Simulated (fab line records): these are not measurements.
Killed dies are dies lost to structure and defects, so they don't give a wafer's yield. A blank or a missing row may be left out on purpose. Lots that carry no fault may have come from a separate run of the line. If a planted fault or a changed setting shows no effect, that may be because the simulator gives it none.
fab line records | flow rit-cmos
record: lots: 14 wafers: 42 last-day: 8
route steps=202 shown GATE@95 M1@202
lots untouched by any fault: they come from a run of this same line in which no faults occurred
start-h: hours from the record's first day to the start of the lot's first wafer shown | wait-h: hours elapsed since this lot's preceding step | " same as the row above | L1.1+2: one row covering several wafers at once | - either no value or no given start | * or withheld: withheld | < > ~ a bound
route shown NAME@n: names a module that has steps shown in the file, with the first one's number in the route | usual: mean/standard deviation taken from wafers without a fault | same: alike in all rows | chamber/n: place in a boat | sites: readings site by site | _std_site: their standard deviation | _edge_site: the outer-site mean with the inner-site mean subtracted | radius-mm: how far each site lies from the wafer's centre | mask NAME#n: copy n | behind: the most recent tool/chamber to have shaped the wafer | hold: what put the lot on hold/how long, in hours/how the hold closed | device: whichever transistor did not switch (one of n, p or np) | end of line: tests of these same wafers at the route's end | a step given without rows: its recipe and nothing more | killed: at the first sort, the dies lost to defects and structure; wafer yield is something else | map: the dies of a wafer, with x for killed, . for not killed, _ for no die there
set.NAME: the setting as run; set.NAME@STEP: as run at that earlier step | model.NAME: the simulator's own value behind a step, which no gauge read
one table for each step of the route and one row for each wafer, over a sample of lots
services: a tool's chamber out of use, with start hour (start-h, from the record's first day; less than 0 if before it), hours out, and reason
== steps ==
step: RIT_GATE_ETCH_19
recipe: chemistry: SF6/CHF3/O2 time-s: 165 SF6_flow_sccm: 30 CHF3_flow_sccm: 30 O2_flow_sccm: 5 target: poly-Si pressure-mtorr: 40 rf-w: 160 target-depth-a: 3125 over-etch-frac: 0.25 stop-on: SiO2
usual: drypump-motor-current-A: 5.54/0.28 oes-product-au: 0.849/0.016 rf-fwd-power-W: 159.4/0.5 throttle-valve-pct: 10.24/0.06
columns lot.wafer tool chamber start-h wait-h drypump-motor-current-A oes-product-au rf-fwd-power-W rf-hours-counter-h throttle-valve-pct
L503.1 rie-si-01 0 38.41 0.1 5.88 0.829 159.6 140 10.24
L503.2 " 1 " " 5.57 0.852 158.9 145 10.32
L503.4 " 2 " " 5.74 0.849 159.9 0 10.31
L504.3 rie-si-02 1 48.57 0.1 5.97 0.877 158.6 5 10.19
L504.4 " 3 " " 5.44 0.833 159.1 1 10.24
L504.6 " 2 " " 5.09 0.860 159.4 - 10.22
L505.1 rie-si-01 2 50.57 0.1 5.76 0.857 159.4 0 10.33
L505.3 " 1 " " 5.59 0.849 159.5 145 10.32
L505.6 " 0 " " 5.89 0.836 159.7 - 10.27
L506.2 rie-si-02 3 54.69 0.1 5.44 0.839 159.0 1 10.23
L506.4 " 3 " " 5.45 0.832 159.5 - 10.23
L506.6 " 0 " " 5.34 0.836 159.8 - 10.22
L507.1 rie-si-01 3 60.69 0.1 5.28 0.858 158.9 1 10.12
L507.5 " 0 " " 5.87 0.833 159.8 - 10.26
L507.6 " 1 " " 5.59 0.833 159.4 - 10.31
L509.3 rie-si-01 1 72.72 0.1 5.60 0.845 158.9 145 10.31
L509.5 " 3 " " 5.27 0.863 158.5 - 10.13
L509.6 " 0 " " 5.91 0.833 158.6 - 10.25
L510.1 rie-si-02 1 74.07 0.1 5.97 0.877 160.1 5 10.19
L510.3 " 2 " " 5.11 0.856 159.5 98 10.20
L510.4 " 2 " " 5.10 0.859 159.3 - 10.21
L511.2 rie-si-01 0 80.62 0.1 5.88 0.838 159.4 140 10.26
L511.4 " 2 " " 5.75 0.848 159.4 0 10.30
L511.6 " 0 " " 5.87 0.835 159.6 - 10.26
L513.3 rie-si-01 1 91.05 0.1 5.57 0.850 159.1 145 10.30
L513.4 " 3 " " 5.28 0.874 159.8 1 10.12
L513.6 " 1 " " 5.58 0.838 159.4 - 10.29
L515.1 rie-si-01 1 108.09 0.1 5.59 0.830 160.0 145 10.31
L515.2 " 3 " " 5.28 0.855 159.4 1 10.14
L515.3 " 0 " " 5.89 0.827 159.2 141 10.24
L516.1 rie-si-02 2 112.79 0.1 5.09 0.859 159.9 98 10.22
L516.2 " 0 " " 5.32 0.832 159.9 146 10.23
L516.6 " 0 " " 5.33 0.830 158.7 - 10.24
L519.1 rie-si-01 2 140.70 0.1 5.75 0.860 186.1 1 10.32
L519.3 " 3 " " 5.30 0.857 184.9 2 10.13
L519.6 " 3 " " 5.27 0.868 184.9 - 10.15
L521.1 rie-si-01 3 146.42 0.1 5.30 0.862 184.6 2 10.14
L521.4 " 2 " " 5.77 0.852 185.2 - 10.32
L521.6 " 0 " " 5.88 0.838 184.4 - 10.25
L522.2 rie-si-02 1 158.21 0.1 5.98 0.890 160.0 6 10.19
L522.3 " 3 " " 5.45 0.834 159.6 2 10.24
L522.4 " 2 " " 5.12 0.863 159.7 98 10.22
step: RIT_M1_PROBE_99
usual: killed-at-contacts: 0.1/0.3 killed-at-front-end: 7/3.1 killed-dies: 7/3.1 killed-open: 3.8/2.3 killed-short: 3.2/1.9
same: gross-dies: 264 killed_at_M0_to_M3: 0 killed_at_M4_up: 0 killed-at-back-side: 0 killed-at-other: 0
columns lot.wafer tool chamber start-h wait-h killed-at-contacts killed-at-front-end killed-dies killed-open killed-short
L503.1 prober-01 - 59.86 0.1 0 12 12 3 9
L503.2 prober-01 - 59.91 0.1 0 8 8 4 4
L503.4 prober-01 - 60.01 0.2 0 11 11 9 2
L504.3 prober-02 - 69.21 0.2 0 12 12 7 5
L504.4 prober-02 - 69.26 0.2 0 3 3 2 1
L504.6 prober-02 - 69.36 0.2 0 6 6 4 2
L505.1 prober-01 - 71.52 0.1 0 6 6 3 3
L505.3 prober-01 - 71.62 0.2 0 9 9 4 5
L505.6 prober-01 - 71.77 0.2 0 6 6 2 4
L506.2 prober-02 - 75.53 0.1 0 10 10 6 4
L506.4 prober-02 - 75.63 0.2 0 2 2 1 1
L506.6 prober-02 - 75.73 0.2 0 8 8 6 2
L507.1 prober-01 - 82.76 0.1 0 8 8 6 2
L507.5 prober-01 - 82.96 0.2 0 6 6 5 1
L507.6 prober-01 - 83.01 0.2 0 11 11 5 6
L509.3 prober-01 - 94.57 0.2 0 7 7 2 5
L509.5 prober-01 - 94.67 0.2 1 10 11 5 6
L509.6 prober-01 - 94.72 0.2 0 9 9 4 5
L510.1 prober-02 - 96.91 0.1 0 9 9 2 7
L510.3 prober-02 - 97.01 0.2 0 14 14 8 6
L510.4 prober-02 - 97.06 0.2 0 10 10 8 2
L511.2 prober-01 - 104.27 0.1 1 6 7 4 3
L511.4 prober-01 - 104.37 0.2 0 8 8 4 4
L511.6 prober-01 - 104.47 0.2 0 5 5 4 1
L513.3 prober-01 - 111.56 0.2 1 4 5 2 3
L513.4 prober-01 - 111.61 0.2 0 7 7 5 2
L513.6 prober-01 - 111.71 0.2 0 4 4 3 1
L515.1 prober-01 - 128.48 0.1 0 7 7 1 6
L515.2 prober-01 - 128.53 0.1 0 6 6 4 2
L515.3 prober-01 - 128.58 0.2 0 6 6 3 1
L516.1 prober-02 - 135.90 0.1 0 10 10 5 5
L516.2 prober-02 - 135.95 0.1 0 6 6 6 0
L516.6 prober-02 - 136.15 0.2 0 17 17 14 3
L519.1 prober-02 - 165.62 0.1 0 4 4 0 4
L519.3 prober-02 - 165.72 0.2 0 6 6 5 1
L519.6 prober-02 - 165.87 0.2 0 10 10 5 5
L521.1 prober-02 - 180.39 0.1 0 11 11 6 5
L521.4 prober-02 - 180.54 0.2 0 8 8 3 5
L521.6 prober-02 - 180.64 0.2 0 6 6 0 6
L522.2 prober-01 - 181.94 0.1 0 8 8 4 4
L522.3 prober-01 - 181.99 0.2 0 6 6 5 1
L522.4 prober-01 - 182.04 0.2 0 13 13 8 5
killed by level:class
L503.1 GATE:geometric-particle:short=6 FOX1:geometric-particle:short=2 FOX1:geometric-particle:open=1 GATE:geometric-particle:open=1 REOX:geometric-particle:short=1 SPACER:geometric-particle:open=1
L503.2 FOX1:geometric-particle:open=3 FOX1:geometric-particle:short=2 GATE:geometric-particle:short=2 SILICIDE:geometric-particle:open=1
L503.4 FOX1:geometric-particle:open=3 SPACER:geometric-particle:open=3 GATE:geometric-particle:open=3 GATE:geometric-particle:short=1 SILICIDE:geometric-particle:short=1
L504.3 FOX1:geometric-particle:open=3 SILICIDE:geometric-particle:open=3 FOX1:geometric-particle:short=2 GATE:geometric-particle:short=2 GATE:geometric-particle:open=1 REOX:geometric-particle:short=1
L504.4 FOX1:geometric-particle:open=1 GATE:geometric-particle:open=1 SILICIDE:geometric-particle:short=1
L504.6 GATE:geometric-particle:open=2 FOX1:geometric-particle:open=1 GATE:geometric-particle:short=1 SPACER:geometric-particle:short=1 SILICIDE:geometric-particle:open=1
L505.1 FOX2:geometric-particle:open=2 SILICIDE:geometric-particle:short=2 GATE:geometric-particle:open=1 GATE:geometric-particle:short=1
L505.3 FOX1:geometric-particle:open=2 GATE:geometric-particle:short=2 SPACER:geometric-particle:short=2 FOX2:geometric-particle:open=1 SILICIDE:geometric-particle:open=1 SILICIDE:geometric-particle:short=1
L505.6 GATE:geometric-particle:short=2 FOX1:geometric-particle:short=1 FOX2:geometric-particle:short=1 GATE:geometric-particle:open=1 REOX:geometric-particle:open=1
L506.2 SILICIDE:geometric-particle:open=3 ACTIVE:geometric-particle:short=1 FOX1:geometric-particle:short=1 FOX1:geometric-particle:open=1 REOX:geometric-particle:open=1 REOX:geometric-particle:short=1 SPACER:geometric-particle:short=1 SPACER:geometric-particle:open=1
L506.4 FOX2:geometric-particle:open=1 REOX:geometric-particle:short=1
L506.6 GATE:geometric-particle:open=2 SPACER:geometric-particle:open=2 FOX1:geometric-particle:short=1 REOX:geometric-particle:open=1 SILICIDE:geometric-particle:open=1 SILICIDE:geometric-particle:short=1
L507.1 GATE:geometric-particle:open=3 GATE:geometric-particle:short=2 ACTIVE:geometric-particle:open=1 FOX1:geometric-particle:open=1 REOX:geometric-particle:open=1
L507.5 FOX1:geometric-particle:open=2 SILICIDE:geometric-particle:open=2 FOX1:geometric-particle:short=1 GATE:geometric-particle:open=1
L507.6 GATE:geometric-particle:short=4 GATE:geometric-particle:open=3 FOX2:geometric-particle:open=1 FOX2:geometric-particle:short=1 REOX:geometric-particle:open=1 SILICIDE:geometric-particle:short=1
L509.3 GATE:geometric-particle:short=5 GATE:geometric-particle:open=1 SILICIDE:geometric-particle:open=1
L509.5 FOX2:geometric-particle:open=3 GATE:geometric-particle:short=3 GATE:geometric-particle:open=1 REOX:geometric-particle:short=1 REOX:geometric-particle:open=1 SILICIDE:geometric-particle:short=1 CONTACT:geometric-particle:short=1
L509.6 GATE:geometric-particle:short=3 GATE:geometric-particle:open=2 REOX:geometric-particle:short=1 SPACER:geometric-particle:open=1 SILICIDE:geometric-particle:open=1 SILICIDE:geometric-particle:short=1
L510.1 GATE:geometric-particle:short=3 FOX1:geometric-particle:short=2 FOX1:geometric-particle:open=1 FOX2:geometric-particle:short=1 GATE:geometric-particle:open=1 SPACER:geometric-particle:short=1
L510.3 SPACER:geometric-particle:open=4 FOX1:geometric-particle:short=3 GATE:geometric-particle:open=2 SILICIDE:geometric-particle:short=2 GATE:geometric-particle:short=1 REOX:geometric-particle:open=1 SILICIDE:geometric-particle:open=1
L510.4 FOX1:geometric-particle:open=2 GATE:geometric-particle:open=2 SPACER:geometric-particle:open=2 FOX2:geometric-particle:short=1 REOX:geometric-particle:open=1 SPACER:geometric-particle:short=1 SILICIDE:geometric-particle:open=1
L511.2 FOX1:geometric-particle:short=2 GATE:geometric-particle:short=1 GATE:geometric-particle:open=1 SPACER:geometric-particle:open=1 SILICIDE:geometric-particle:open=1 CONTACT:geometric-particle:open=1
L511.4 GATE:geometric-particle:open=2 GATE:geometric-particle:short=2 SPACER:geometric-particle:open=2 FOX1:geometric-particle:short=1 SPACER:geometric-particle:short=1
L511.6 FOX2:geometric-particle:open=2 FOX2:geometric-particle:short=1 REOX:geometric-particle:open=1 SPACER:geometric-particle:open=1
L513.3 GATE:geometric-particle:short=1 GATE:geometric-particle:open=1 REOX:geometric-particle:short=1 REOX:geometric-particle:open=1 CONTACT:geometric-particle:short=1
L513.4 FOX1:geometric-particle:open=2 GATE:geometric-particle:short=2 GATE:geometric-particle:open=1 REOX:geometric-particle:open=1 SILICIDE:geometric-particle:open=1
L513.6 SPACER:geometric-particle:open=2 GATE:geometric-particle:open=1 SILICIDE:geometric-particle:short=1
L515.1 GATE:geometric-particle:short=4 FOX1:geometric-particle:short=1 FOX2:geometric-particle:short=1 GATE:geometric-particle:open=1
L515.2 GATE:geometric-particle:open=2 SPACER:geometric-particle:open=2 GATE:geometric-particle:short=1 REOX:geometric-particle:short=1
L515.3 REOX:geometric-particle:open=2 NRETRO:coat-microbubble-printed=2 FOX1:geometric-particle:short=1 GATE:geometric-particle:open=1
L516.1 GATE:geometric-particle:short=2 REOX:geometric-particle:open=2 FOX2:geometric-particle:short=1 GATE:geometric-particle:open=1 SPACER:geometric-particle:short=1 SPACER:geometric-particle:open=1 SILICIDE:geometric-particle:open=1 SILICIDE:geometric-particle:short=1
L516.2 FOX2:geometric-particle:open=2 SPACER:geometric-particle:open=2 GATE:geometric-particle:open=1 SILICIDE:geometric-particle:open=1
L516.6 FOX2:geometric-particle:open=7 FOX1:geometric-particle:open=3 SILICIDE:geometric-particle:open=3 FOX1:geometric-particle:short=2 GATE:geometric-particle:short=1 GATE:geometric-particle:open=1
L519.1 SPACER:geometric-particle:short=2 FOX2:geometric-particle:short=1 GATE:geometric-particle:short=1
L519.3 FOX1:geometric-particle:open=2 GATE:geometric-particle:open=2 FOX2:geometric-particle:open=1 GATE:geometric-particle:short=1
L519.6 GATE:geometric-particle:short=4 GATE:geometric-particle:open=3 FOX2:geometric-particle:short=1 REOX:geometric-particle:open=1 SILICIDE:geometric-particle:open=1
L521.1 FOX1:geometric-particle:open=2 REOX:geometric-particle:open=2 FOX1:geometric-particle:short=1 FOX2:geometric-particle:short=1 REOX:geometric-particle:short=1 SPACER:geometric-particle:short=1 SPACER:geometric-particle:open=1 SILICIDE:geometric-particle:open=1
L521.4 REOX:geometric-particle:short=2 FOX1:geometric-particle:short=1 FOX2:geometric-particle:short=1 FOX2:geometric-particle:open=1 GATE:geometric-particle:open=1 REOX:geometric-particle:open=1 SILICIDE:geometric-particle:short=1
L521.6 FOX1:geometric-particle:short=2 FOX2:geometric-particle:short=1 GATE:geometric-particle:short=1 SPACER:geometric-particle:short=1 SILICIDE:geometric-particle:short=1
L522.2 GATE:geometric-particle:short=2 REOX:geometric-particle:short=2 SPACER:geometric-particle:open=2 GATE:geometric-particle:open=1 SILICIDE:geometric-particle:open=1
L522.3 SPACER:geometric-particle:open=4 GATE:geometric-particle:open=1 GATE:geometric-particle:short=1
L522.4 REOX:geometric-particle:open=4 FOX1:geometric-particle:short=2 GATE:geometric-particle:open=2 REOX:geometric-particle:short=2 FOX1:geometric-particle:open=1 SPACER:geometric-particle:short=1 SILICIDE:geometric-particle:open=1
== services ==
columns tool chamber start-h hours kind
rie-si-02 1 52.96 6.6 repair
rie-si-02 0 72.58 18.3 repair
rie-si-02 0 129.10 - clean
rie-si-02 0 129.10 16.2 scheduled-down
rie-si-02 0 129.10 16.2 vent-cycle
rie-si-01 1 131.99 - clean
rie-si-01 1 131.99 21.8 scheduled-down
rie-si-01 1 131.99 21.8 vent-cycle
rie-si-01 0 155.65 - clean
rie-si-01 0 155.65 27.1 scheduled-down
rie-si-01 0 155.65 27.1 vent-cycle
== key ==
first-sign: step: RIT_GATE_ETCH_19 reading: rf-fwd-power-W direction: up sigmas: 51 usual: 159.4 struck: 185.0
effect none on later readings
met-at RIT_GATE_ETCH_19
struck-lots L519,L521
tester-left-out L519,L521
onset-between 108.09 140.70
fault: kind: process-parameter-drift tool: rie-si-01 chamber: - onset-h: 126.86 steps: RIT_GATE_ETCH_19 channel: rf-w offset: 25.6 shape: step end-h: 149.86 stated: 160
tester-left-out: of these lots the tester's yield and bins aren't shown, on N5 and GAA mostly nor the transistor test; their killed dies are dies lost to structure and defects alone, not to doping, threshold or leakage, so they don't give the yield
